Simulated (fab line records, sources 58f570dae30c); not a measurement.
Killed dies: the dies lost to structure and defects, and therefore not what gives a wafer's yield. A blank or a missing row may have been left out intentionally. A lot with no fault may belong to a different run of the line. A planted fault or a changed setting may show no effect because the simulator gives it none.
Which of the tools did it?	flow berkeley_cmos170	Sampling: 8 lots, 24 wafers, 2 of 331 route steps

WHAT EACH GAUGE READ, for each wafer
UCB170_NLDD_OVL_MEAS_07.
lot	measured	on	NLDD_OVL (nm)
L622	day 8 05:02	overlay-01	-7 8 6
L619	day 8 06:18	overlay-02	-2 0 -4
L623	day 9 00:35	overlay-02	4 5 -7
L625	day 9 05:59	overlay-01	3 -1 8
L630	day 10 02:23	overlay-01	256 264 272
L629	day 10 02:40	overlay-02	260 249 273
L634	day 11 02:43	overlay-01	18 11 15
L640	day 11 23:58	overlay-02	-3 -5 -3

WHICH TOOL RAN EACH LOT (tool, then ch and the chambers of the sampled wafers, then the start)
lot	UCB170_NLDD_EXPOSE_03
L622	krf_scanner-02 ch 0, day 8 04:32
L619	krf_scanner-01 ch 0, day 8 05:37
L623	krf_scanner-02 ch 0, day 8 23:50
L625	krf_scanner-01 ch 0, day 9 05:29
L630	krf_scanner-02 ch 0, day 10 01:20
L629	krf_scanner-02 ch 0, day 10 01:39
L634	krf_scanner-01 ch 0, day 11 02:15
L640	krf_scanner-01 ch 0, day 11 23:13
- UCB170_NLDD_EXPOSE_03: exposes mask NSELECT, target cd 1200 nm.

THE ANSWER, worked out from the rows above alone
Rule: what is usual is taken from the lots themselves. The widest of any qualifying gaps counts: lots, ordered by their means at a reading, are off when they make up no more than a third of the lots, leave a main group of 4 or more, and stand apart from it by 3 or more times the standard deviation of that group's means. If all means in a main group match to the digits the tables above print for the reading, that group is not used. Also off: a lot with no number at a reading for which 4 or more lots have one. The other lots that the step has rows for count as sound.
Off: at UCB170_NLDD_OVL_MEAS_07 (NLDD_OVL), L630, L629. Main group: mean 3 nm, sd 5.9.
If a tool, at a process step before that reading, ran all the lots that are off and no sound lot after the first of them, it fits. The gauges at UCB170_NLDD_OVL_MEAS_07 are tried like those tools. One fits: krf_scanner-02 at UCB170_NLDD_EXPOSE_03. A fault onset in the window from L623 (day 8 23:50, its last sound lot) to L630 (day 10 01:20, its first lot off) fits.

WHAT THE SIMULATOR PUT IN
Scanner matching overlay: krf_scanner-02, from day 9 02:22 on, at UCB170_NLDD_EXPOSE_03. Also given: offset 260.
Lots struck among those shown: L630, L629. This agrees with what the rule above found.
